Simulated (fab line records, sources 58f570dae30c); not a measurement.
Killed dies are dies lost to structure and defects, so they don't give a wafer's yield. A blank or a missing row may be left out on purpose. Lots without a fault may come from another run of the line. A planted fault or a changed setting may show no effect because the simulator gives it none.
fab line records | flow berkeley_cmos170
record lots=5 wafers=23
route steps=331 shown NSD@195 BACKSIDE@199 SDANNEAL@205 CONTACT@226 V1@263 M2@284
start_h: hours from the record's first day to the start of the lot's first wafer shown | wait_h: hours since the lot's step before | " the same as in the row above | L1.1+2: a row that stands for several wafers | - no value, or no start given | * or withheld: withheld | < > ~ a bound
route shown NAME@n: a module of which the file shows steps, and the number in the route of the first | usual: mean/standard deviation of fault-free wafers | same: alike in all rows | chamber/n: place in a boat | sites: the reading at each site | _std_site: their standard deviation | _edge_site: outer sites' mean less inner sites' | radius_mm: how far each site lies from the wafer's centre | mask NAME#n: copy n | behind: the tool/chamber that last shaped the wafer | hold: why the lot was held/for how many hours/how that ended | device: the transistor (n, p or np) that didn't switch | end of line: the same wafers' tests at the end of the route | a step without rows: its recipe alone | killed: dies lost to structure and defects at the first sort, not the wafer's yield | map: a wafer's dies, x killed, . not, _ none there
set.NAME: the setting as run; set.NAME@STEP: as run at that earlier step | model.NAME: the simulator's own value behind a step, which no gauge read
lots whose settings were changed on purpose; a table a step, a row a wafer
## steps
# step UCB170_NSD_IMPLANT_08
# recipe species=P dose_cm2=3e+15 energy_kev=40 tilt_deg=7
# columns lot.wafer tool chamber start_h wait_h set.dose_cm2
L074.1+2+4+5+6 implanter-04 0 176.86 0.0 3e+15
L075.1+2+5 implanter-03 0 183.45 0.0 3.083e+15
L075.4+6 " 0 " " 3e+15
L078.1+3+6 implanter-01 0 199.28 0.0 3.191e+15
L078.4+5 " 0 " " 3e+15
L079.2+4+5 implanter-03 0 199.28 0.0 3e+15
L083.2+3+4+5+6 implanter-01 0 204.56 0.0 3e+15
# step UCB170_NSD_STRIP_09
# recipe chemistry=O2 power_w=400 pressure_mtorr=3500 platen_temp_c=withheld o2_flow_sccm=400 overash_fraction=0.5
# usual strip_time_to_endpoint_s=35.79/0.074
# columns lot.wafer tool chamber start_h wait_h set.dose_cm2@NSD_IMPLANT_08 strip_time_to_endpoint_s
L074.1 plasma_asher-03 0 177.01 0.1 3e+15 35.81
L074.2 " 1 " " 3e+15 35.86
L074.4 " 0 " " 3e+15 35.74
L074.5 " 0 " " 3e+15 35.76
L074.6 " 1 " " 3e+15 35.76
L075.1 plasma_asher-03 1 183.60 0.1 3.083e+15 36.08
L075.2 " 0 " " 3.083e+15 35.97
L075.4 " 0 " " 3e+15 35.87
L075.5 " 0 " " 3.083e+15 36.07
L075.6 " 1 " " 3e+15 35.79
L079.2 plasma_asher-03 0 199.41 0.1 3e+15 35.80
L079.4 " 0 " " 3e+15 35.80
L079.5 " 0 " " 3e+15 35.76
L078.1 plasma_asher-02 0 199.43 0.1 3.191e+15 36.40
L078.3 " 1 " " 3.191e+15 36.37
L078.4 " 0 " " 3e+15 35.74
L078.5 " 1 " " 3e+15 35.81
L078.6 " 0 " " 3.191e+15 36.40
L083.2 plasma_asher-04 0 204.69 0.1 3e+15 35.84
L083.3 " 0 " " 3e+15 35.88
L083.4 " 1 " " 3e+15 35.84
L083.5 " 1 " " 3e+15 35.86
L083.6 " 0 " " 3e+15 35.90
# step UCB170_BACKSIDE_HMDS_00
# recipe prime_time_s=60 prime_temp_c=100
# columns lot.wafer tool chamber start_h wait_h set.prime_time_s
L074.1+4+5 litho_track-01 0 177.58 0.2 57.6
L074.2+6 " 0 " " 60
L075.1+2+4+5+6 litho_track-04 0 183.93 0.0 60
L079.2+4+5 litho_track-03 0 200.83 0.0 60
L078.1+5 litho_track-04 0 200.85 0.0 57.57
L078.3+4+6 " 0 " " 60
L083.2+3 litho_track-03 0 205.05 0.0 53.39
L083.4+5+6 " 0 " " 60
# step UCB170_BACKSIDE_COAT_01
# recipe resist=KrF spin_rpm=1500 resist_thk_nm=900
# step UCB170_BACKSIDE_SOFTBAKE_02
# recipe resist=KrF temp_c=130 time_s=60
# step UCB170_SDANNEAL_RTA_01
# recipe temp_c=1050 time_s=5 ambient=N2
# step UCB170_SDANNEAL_RS_MEAS_03
# recipe thk_meas_gauge=four-point-probe
# usual NSD_RS=37.30/0.068
# columns lot.wafer tool chamber start_h wait_h set.dose_cm2@NSD_IMPLANT_08 NSD_RS[ohm/sq]
L074.1 film_metro-01 - 178.58 0.1 3e+15 37.28
L074.2 " - " " 3e+15 37.31
L074.4 " - " " 3e+15 37.30
L074.5 " - " " 3e+15 37.40
L074.6 " - " " 3e+15 37.26
L075.1 film_metro-04 - 184.92 0.1 3.083e+15 36.80
L075.2 " - " " 3.083e+15 36.89
L075.4 " - " " 3e+15 37.30
L075.5 " - " " 3.083e+15 36.78
L075.6 " - " " 3e+15 37.25
L078.1 film_metro-04 - 203.23 0.1 3.191e+15 36.34
L078.3 " - " " 3.191e+15 36.31
L078.4 " - " " 3e+15 37.38
L078.5 " - " " 3e+15 37.39
L078.6 " - " " 3.191e+15 36.36
L079.2 film_metro-01 - 203.25 0.1 3e+15 37.26
L079.4 " - " " 3e+15 37.28
L079.5 " - " " 3e+15 37.35
L083.2 film_metro-01 - 206.01 0.1 3e+15 37.28
L083.3 " - " " 3e+15 37.22
L083.4 " - " " 3e+15 37.31
L083.5 " - " " 3e+15 37.19
L083.6 " - " " 3e+15 37.14
# step UCB170_CONTACT_COAT_10
# recipe resist=KrF spin_rpm=1500 resist_thk_nm=900
# columns lot.wafer tool chamber start_h wait_h set.spin_rpm model.KrF_of_CONTACT_COAT_10.thk_nm
L074.1 litho_track-04 0 - - 1585 873
L074.2 " 0 " " 1585 874.5
L074.4 " 0 " " 1500 898.2
L074.5 " 0 " " 1500 896.9
L074.6 " 0 " " 1500 898.6
L075.1 litho_track-04 0 - - 1394 936.3
L075.2 " 0 " " 1394 932.6
L075.4 " 0 " " 1500 903
L075.5 " 0 " " 1500 897.8
L075.6 " 0 " " 1394 935.2
L079.2+5 litho_track-04 0 - - 1500 904.3
L079.4 " 0 " " 1500 902
L078.1 litho_track-02 0 - - 1500 901.7
L078.3 " 0 " " 1500 899.9
L078.4 " 0 " " 1500 899
L078.5 " 0 " " 1500 898.2
L078.6 " 0 " " 1500 896.3
L083.2 litho_track-04 0 - - 1500 900
L083.3 " 0 " " 1562 879.1
L083.4 " 0 " " 1500 899.2
L083.5 " 0 " " 1562 881.1
L083.6 " 0 " " 1500 899.8
# step UCB170_CONTACT_EXPOSE_12
# recipe mask_id=CONT target_cd_nm=700 na=0.5 sigma_outer=0.6 source_shape=conventional dose_mj=35
# columns lot.wafer tool chamber start_h wait_h mask set.dose_mj
L074.1+2+5 krf_scanner-02 0 182.95 - CONT#0 35
L074.4+6 " 0 " " CONT#0 36.13
L075.1+2 krf_scanner-02 0 189.56 - CONT#0 35
L075.4+5+6 " 0 " " CONT#0 35.99
L079.2+4+5 krf_scanner-02 0 209.88 - CONT#0 35
L078.1+6 krf_scanner-01 0 210.12 - CONT#0 36.88
L078.3+4+5 " 0 " " CONT#0 35
L083.2+3+5 krf_scanner-02 0 212.91 - CONT#0 35
L083.4+6 " 0 " " CONT#0 33.66
# step UCB170_CONTACT_PEB_13
# recipe peb_temp_c=130 peb_time_s=withheld resist=KrF
# step UCB170_CONTACT_DEVELOP_14
# recipe developer=TMAH develop_time_s=45 resist=KrF dev_temp_c=21
# step UCB170_CONTACT_CD_MEAS_15
# recipe target_cd_nm=700
# usual cd_nm=699.6/1.4
# columns lot.wafer tool chamber start_h wait_h set.dose_mj@CONTACT_EXPOSE_12 cd_nm
L074.1 cd_sem-02 - 183.37 - 35 703.7
L074.2 " - " " 35 702.6
L074.4 " - " " 36.13 706.8
L074.5 " - " " 35 702.1
L074.6 " - " " 36.13 706.6
L075.1 cd_sem-01 - 190.39 - 35 698.1
L075.2 " - " " 35 698.6
L075.4 " - " " 35.99 703.1
L075.5 " - " " 35.99 703.8
L075.6 " - " " 35.99 702.0
L079.2 cd_sem-02 - 210.41 - 35 698.7
L079.4 " - " " 35 697.6
L079.5 " - " " 35 696.6
L078.1 cd_sem-02 - 210.54 - 36.88 708.8
L078.3 " - " " 35 700.0
L078.4 " - " " 35 698.8
L078.5 " - " " 35 700.5
L078.6 " - " " 36.88 709.5
L083.2 cd_sem-02 - 213.50 - 35 697.4
L083.3 " - " " 35 697.3
L083.4 " - " " 33.66 691.5
L083.5 " - " " 35 698.3
L083.6 " - " " 33.66 691.4
# step UCB170_CONTACT_ETCH_17
# recipe chemistry=N2/H2 target_depth_a=withheld overetch_a=withheld target=BARC time_s=withheld source_w=500 bias_w=100 pressure_mtorr=30 n2_flow_sccm=100 h2_flow_sccm=200
# columns lot.wafer tool chamber start_h wait_h set.dose_mj@CONTACT_EXPOSE_12 model.CONTACT.cd_nm
L074.1 rie_diel-02 1 183.53 0.0 35 703.7
L074.2 " 0 " " 35 702.7
L074.4 " 3 " " 36.13 707.1
L074.5 " 0 " " 35 702.6
L074.6 " 1 " " 36.13 706.2
L075.1 rie_diel-01 1 190.54 0.0 35 697.3
L075.2 " 0 " " 35 698.1
L075.4 " 2 " " 35.99 702.9
L075.5 " 1 " " 35.99 703.2
L075.6 " 2 " " 35.99 701.5
L079.2 rie_diel-03 0 210.54 0.0 35 698.3
L079.4 " 0 " " 35 697.3
L079.5 " 2 " " 35 696.5
L078.1 rie_diel-02 2 210.70 0.0 36.88 708.6
L078.3 " 0 " " 35 701.1
L078.4 " 2 " " 35 698.3
L078.5 " 0 " " 35 700.8
L078.6 " 3 " " 36.88 709.9
L083.2 rie_diel-02 0 213.64 0.0 35 697
L083.3 " 3 " " 35 697.1
L083.4 " 2 " " 33.66 690.8
L083.5 " 2 " " 35 698
L083.6 " 1 " " 33.66 690.5
# step UCB170_CONTACT_ETCH_18
# recipe chemistry=CHF3/CF4/Ar target=PSG stop_on=TiSi2 CHF3_flow_sccm=45 cf4_flow_sccm=15 Ar_flow_sccm=150 pressure_mtorr=200 rf_w=700 target_depth_a=8400 over_etch_frac=0.2 time_s=195
# step UCB170_CONTACT_STRIP_19
# recipe chemistry=O2 power_w=400 pressure_mtorr=3500 platen_temp_c=withheld o2_flow_sccm=400 overash_fraction=0.5
# step UCB170_CONTACT_CD_MEAS_90
# recipe target_cd_nm=700
# usual cd_nm=699.6/1.7
# columns lot.wafer tool chamber start_h wait_h set.dose_mj@CONTACT_EXPOSE_12 cd_nm
L074.1 cd_sem-02 - 183.79 0.1 35 703.9
L074.2 " - " " 35 704.1
L074.4 " - " " 36.13 707.8
L074.5 " - " " 35 703.2
L074.6 " - " " 36.13 705.8
L075.1 cd_sem-01 - 190.88 0.1 35 697.6
L075.2 " - " " 35 698.4
L075.4 " - " " 35.99 703.4
L075.5 " - " " 35.99 703.3
L075.6 " - " " 35.99 701.7
L079.2 cd_sem-02 - 210.83 0.1 35 698.5
L079.4 " - " " 35 697.5
L079.5 " - " " 35 697.3
L078.1 cd_sem-02 - 210.96 0.1 36.88 708.7
L078.3 " - " " 35 702.1
L078.4 " - " " 35 698.4
L078.5 " - " " 35 701.6
L078.6 " - " " 36.88 710.5
L083.2 cd_sem-02 - 213.98 0.1 35 697.8
L083.3 " - " " 35 697.2
L083.4 " - " " 33.66 691.2
L083.5 " - " " 35 697.9
L083.6 " - " " 33.66 690.3
# step UCB170_V1_EXPOSE_09
# recipe mask_id=VIA1 target_cd_nm=700 na=0.5 sigma_outer=0.6 source_shape=conventional dose_mj=37
# columns lot.wafer tool chamber start_h wait_h mask set.dose_mj
L074.1+5 krf_scanner-02 0 188.70 0.1 VIA1#0 39.59
L074.2+4+6 " 0 " " VIA1#0 37
L075.1+2+4+5+6 krf_scanner-02 0 197.31 0.2 VIA1#0 37
L079.2+4+5 krf_scanner-01 0 217.31 0.2 VIA1#0 37
L078.1+3+5 krf_scanner-02 0 218.38 0.2 VIA1#0 37
L078.4+6 " 0 " " VIA1#0 37.92
L083.2+3+4+5+6 krf_scanner-01 0 224.19 0.2 VIA1#0 37
# step UCB170_V1_PEB_10
# recipe peb_temp_c=130 peb_time_s=withheld resist=KrF
# step UCB170_V1_DEVELOP_11
# recipe developer=TMAH develop_time_s=45 resist=KrF dev_temp_c=21
# step UCB170_V1_CD_MEAS_12
# recipe target_cd_nm=700
# usual cd_nm=700.0/1.4
# columns lot.wafer tool chamber start_h wait_h set.dose_mj@V1_EXPOSE_09 cd_nm
L074.1 cd_sem-01 - 189.52 - 39.59 714.3
L074.2 " - " " 37 702.4
L074.4 " - " " 37 701.1
L074.5 " - " " 39.59 714.3
L074.6 " - " " 37 700.9
L075.1 cd_sem-01 - 197.92 - 37 699.4
L075.2 " - " " 37 698.9
L075.4 " - " " 37 700.5
L075.5 " - " " 37 698.7
L075.6 " - " " 37 700.4
L079.2 cd_sem-01 - 217.91 - 37 698.5
L079.4 " - " " 37 697.2
L079.5 " - " " 37 698.5
L078.1 cd_sem-02 - 218.77 - 37 700.1
L078.3 " - " " 37 699.5
L078.4 " - " " 37.92 704.2
L078.5 " - " " 37 699.0
L078.6 " - " " 37.92 704.0
L083.2 cd_sem-02 - 225.08 - 37 698.9
L083.3 " - " " 37 700.9
L083.4 " - " " 37 699.9
L083.5 " - " " 37 700.3
L083.6 " - " " 37 700.7
# step UCB170_V1_ETCH_14
# recipe chemistry=CHF3/CF4/Ar target=SiO2 stop_on=Al CHF3_flow_sccm=45 cf4_flow_sccm=15 Ar_flow_sccm=150 pressure_mtorr=200 rf_w=684.5 target_depth_a=12500 over_etch_frac=0.25 time_s=291
# columns lot.wafer tool chamber start_h wait_h set.dose_mj@V1_EXPOSE_09 model.V1.cd_nm
L074.1 rie_diel-03 3 189.68 0.0 39.59 713.7
L074.2 " 0 " " 37 701.9
L074.4 " 2 " " 37 701.2
L074.5 " 2 " " 39.59 714.7
L074.6 " 3 " " 37 700.3
L075.1 rie_diel-03 2 198.08 0.0 37 699.3
L075.2 " 3 " " 37 697.9
L075.4 " 3 " " 37 699.6
L075.5 " 2 " " 37 699.4
L075.6 " 0 " " 37 699.7
L079.2 rie_diel-02 3 218.05 0.0 37 698
L079.4 " 2 " " 37 695.9
L079.5 " 3 " " 37 697.7
L078.1 rie_diel-04 0 218.92 0.0 37 700.4
L078.3 " 3 " " 37 699.4
L078.4 " 1 " " 37.92 705.6
L078.5 " 3 " " 37 699
L078.6 " 2 " " 37.92 703.2
L083.2 rie_diel-04 2 225.22 0.0 37 698.7
L083.3 " 3 " " 37 700.3
L083.4 " 1 " " 37 701.3
L083.5 " 3 " " 37 699.4
L083.6 " 0 " " 37 699.7
# step UCB170_V1_STRIP_15
# recipe chemistry=O2 power_w=400 pressure_mtorr=3500 platen_temp_c=withheld o2_flow_sccm=400 overash_fraction=0.5
# step UCB170_V1_CD_MEAS_90
# recipe target_cd_nm=700
# usual cd_nm=699.8/1.7
# columns lot.wafer tool chamber start_h wait_h set.dose_mj@V1_EXPOSE_09 cd_nm
L074.1 cd_sem-01 - 189.96 0.1 39.59 713.4
L074.2 " - " " 37 701.7
L074.4 " - " " 37 701.1
L074.5 " - " " 39.59 714.4
L074.6 " - " " 37 700.0
L075.1 cd_sem-02 - 198.36 0.1 37 699.3
L075.2 " - " " 37 698.1
L075.4 " - " " 37 699.7
L075.5 " - " " 37 699.4
L075.6 " - " " 37 699.8
L079.2 cd_sem-02 - 218.35 0.1 37 698.1
L079.4 " - " " 37 696.2
L079.5 " - " " 37 697.3
L078.1 cd_sem-01 - 219.20 0.1 37 700.2
L078.3 " - " " 37 699.1
L078.4 " - " " 37.92 705.3
L078.5 " - " " 37 699.3
L078.6 " - " " 37.92 703.4
L083.2 cd_sem-01 - 225.51 0.1 37 698.7
L083.3 " - " " 37 700.1
L083.4 " - " " 37 701.2
L083.5 " - " " 37 699.2
L083.6 " - " " 37 699.7
# step UCB170_M2_PEB_13
# recipe peb_temp_c=130 peb_time_s=withheld resist=KrF
# columns lot.wafer tool chamber start_h wait_h set.peb_temp_c
L074.1+2 litho_track-03 0 192.43 0.7 130
L074.4+5+6 " 0 " " 132.3
L075.1+6 litho_track-04 0 203.69 0.1 127.7
L075.2+4+5 " 0 " " 130
L079.2+4+5 litho_track-04 0 220.26 0.1 130
L078.1+3+4+5+6 litho_track-03 0 221.11 0.1 130
L083.2+4 litho_track-04 0 228.83 0.4 127.7
L083.3+5+6 " 0 " " 130
# step UCB170_M2_DEVELOP_14
# recipe developer=TMAH develop_time_s=45 resist=KrF dev_temp_c=21
# step UCB170_M2_CD_MEAS_15
# recipe target_cd_nm=700
# usual cd_nm=700.5/1.2
# columns lot.wafer tool chamber start_h wait_h set.peb_temp_c@M2_PEB_13 cd_nm
L074.1 cd_sem-01 - 192.70 - 130 698.0
L074.2 " - " " 130 699.0
L074.4 " - " " 132.3 685.4
L074.5 " - " " 132.3 685.7
L074.6 " - " " 132.3 685.5
L075.1 cd_sem-01 - 203.96 - 127.7 715.5
L075.2 " - " " 130 699.0
L075.4 " - " " 130 700.0
L075.5 " - " " 130 699.1
L075.6 " - " " 127.7 716.9
L079.2 cd_sem-01 - 220.53 - 130 702.1
L079.4 " - " " 130 701.6
L079.5 " - " " 130 702.4
L078.1 cd_sem-02 - 221.39 - 130 700.6
L078.3 " - " " 130 700.4
L078.4 " - " " 130 699.1
L078.5 " - " " 130 699.4
L078.6 " - " " 130 699.7
L083.2 cd_sem-02 - 229.10 - 127.7 716.9
L083.3 " - " " 130 699.8
L083.4 " - " " 127.7 716.3
L083.5 " - " " 130 699.3
L083.6 " - " " 130 700.6
# step UCB170_M2_ETCH_17
# recipe chemistry=N2/H2 target_depth_a=withheld overetch_a=withheld target=BARC time_s=withheld source_w=500 bias_w=96.07 pressure_mtorr=30 n2_flow_sccm=100 h2_flow_sccm=200
# columns lot.wafer tool chamber start_h wait_h set.peb_temp_c@M2_PEB_13 model.M2.cd_nm
L074.1 rie_diel-04 1 192.86 0.0 130 698.2
L074.2 " 3 " " 130 699.3
L074.4 " 3 " " 132.3 686.3
L074.5 " 0 " " 132.3 686.5
L074.6 " 1 " " 132.3 685.8
L075.1 rie_diel-02 0 204.12 0.0 127.7 715.8
L075.2 " 2 " " 130 699.5
L075.4 " 3 " " 130 699.1
L075.5 " 0 " " 130 699.7
L075.6 " 2 " " 127.7 717.3
L079.2 rie_diel-02 2 220.67 0.0 130 702.3
L079.4 " 0 " " 130 701.9
L079.5 " 3 " " 130 701.3
L078.1 rie_diel-01 3 221.54 0.0 130 700.5
L078.3 " 1 " " 130 701
L078.4 " 0 " " 130 699
L078.5 " 1 " " 130 699.9
L078.6 " 2 " " 130 698.8
L083.2 rie_diel-01 3 229.23 0.0 127.7 717
L083.3 " 2 " " 130 699.4
L083.4 " 1 " " 127.7 717.3
L083.5 " 1 " " 130 700.1
L083.6 " 0 " " 130 700.6
# step UCB170_M2_METAL_ETCH_18
# recipe chemistry=Cl2/BCl3 target=Al stop_on=SiO2 pressure_mtorr=12 target_depth_a=11700 over_etch_frac=0.3 time_s=195 icp_w=600 bias_w=120 Cl2_flow_sccm=90 bcl3_flow_sccm=45
# columns lot.wafer tool chamber start_h wait_h set.peb_temp_c@M2_PEB_13 model.M2.cd_nm
L074.1 rie_metal-02 1 192.90 - 130 701.7
L074.2 " 0 " " 130 697.3
L074.4 " 0 " " 132.3 685.2
L074.5 " 0 " " 132.3 683.3
L074.6 " 1 " " 132.3 687.5
L075.1 rie_metal-04 1 204.16 - 127.7 719.3
L075.2 " 1 " " 130 700.9
L075.4 " 1 " " 130 701.7
L075.5 " 1 " " 130 700.4
L075.6 " 1 " " 127.7 718.5
L079.2 rie_metal-02 1 220.71 - 130 707
L079.4 " 0 " " 130 701.7
L079.5 " 1 " " 130 707.8
L078.1 rie_metal-04 1 221.58 - 130 700.8
L078.3 " 0 " " 130 699.1
L078.4 " 1 " " 130 699.6
L078.5 " 0 " " 130 700.2
L078.6 " 1 " " 130 698.6
L083.2 rie_metal-02 1 229.28 - 127.7 721.8
L083.3 " 1 " " 130 704.8
L083.4 " 0 " " 127.7 716.9
L083.5 " 0 " " 130 700.9
L083.6 " 1 " " 130 705
# step UCB170_M2_STRIP_19
# recipe chemistry=O2 power_w=400 pressure_mtorr=3500 platen_temp_c=withheld o2_flow_sccm=400 overash_fraction=0.5
# step UCB170_M2_CD_MEAS_90
# recipe target_cd_nm=700
# usual cd_nm=701.6/2.7
# columns lot.wafer tool chamber start_h wait_h set.peb_temp_c@M2_PEB_13 cd_nm
L074.1 cd_sem-01 - 193.19 0.1 130 701.6
L074.2 " - " " 130 697.5
L074.4 " - " " 132.3 685.3
L074.5 " - " " 132.3 683.0
L074.6 " - " " 132.3 687.7
L075.1 cd_sem-02 - 204.74 0.2 127.7 719.4
L075.2 " - " " 130 700.9
L075.4 " - " " 130 701.8
L075.5 " - " " 130 700.4
L075.6 " - " " 127.7 718.1
L079.2 cd_sem-02 - 221.02 0.1 130 706.7
L079.4 " - " " 130 702.1
L079.5 " - " " 130 707.7
L078.1 cd_sem-01 - 221.87 0.1 130 700.7
L078.3 " - " " 130 698.9
L078.4 " - " " 130 699.6
L078.5 " - " " 130 700.3
L078.6 " - " " 130 698.7
L083.2 cd_sem-01 - 229.58 0.1 127.7 722.0
L083.3 " - " " 130 704.9
L083.4 " - " " 127.7 716.9
L083.5 " - " " 130 700.8
L083.6 " - " " 130 704.8
## key
split step=UCB170_NSD_IMPLANT_08 setting=dose_cm2 stated=3e+15 by=wafer
response step=UCB170_NSD_STRIP_09 reading=strip_time_to_endpoint_s change=* per=1% r=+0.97
response step=UCB170_SDANNEAL_RS_MEAS_03 reading=NSD_RS change=-0.165 per=1% r=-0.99
split step=UCB170_BACKSIDE_HMDS_00 setting=prime_time_s stated=60 by=wafer
response none clear
split step=UCB170_CONTACT_COAT_10 setting=spin_rpm stated=1500 by=wafer
response step=UCB170_CONTACT_COAT_10 reading=model.KrF_of_CONTACT_COAT_10.thk_nm change=-4.64 per=1% r=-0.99
split step=UCB170_CONTACT_EXPOSE_12 setting=dose_mj stated=35 by=wafer
response step=UCB170_CONTACT_CD_MEAS_15 reading=cd_nm change=+1.61 per=1% r=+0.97
response step=UCB170_CONTACT_ETCH_17 reading=model.CONTACT.cd_nm change=+1.62 per=1% r=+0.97
response step=UCB170_CONTACT_CD_MEAS_90 reading=cd_nm change=+1.58 per=1% r=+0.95
split step=UCB170_V1_EXPOSE_09 setting=dose_mj stated=37 by=wafer
response step=UCB170_V1_CD_MEAS_12 reading=cd_nm change=+1.83 per=1% r=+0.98
response step=UCB170_V1_ETCH_14 reading=model.V1.cd_nm change=+1.87 per=1% r=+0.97
response step=UCB170_V1_CD_MEAS_90 reading=cd_nm change=+1.86 per=1% r=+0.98
split step=UCB170_M2_PEB_13 setting=peb_temp_c stated=130 by=wafer
response step=UCB170_M2_CD_MEAS_15 reading=cd_nm change=-8.77 per=1% r=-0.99
response step=UCB170_M2_ETCH_17 reading=model.M2.cd_nm change=-8.81 per=1% r=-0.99
response step=UCB170_M2_METAL_ETCH_18 reading=model.M2.cd_nm change=-9.01 per=1% r=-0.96
response step=UCB170_M2_CD_MEAS_90 reading=cd_nm change=-9.02 per=1% r=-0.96
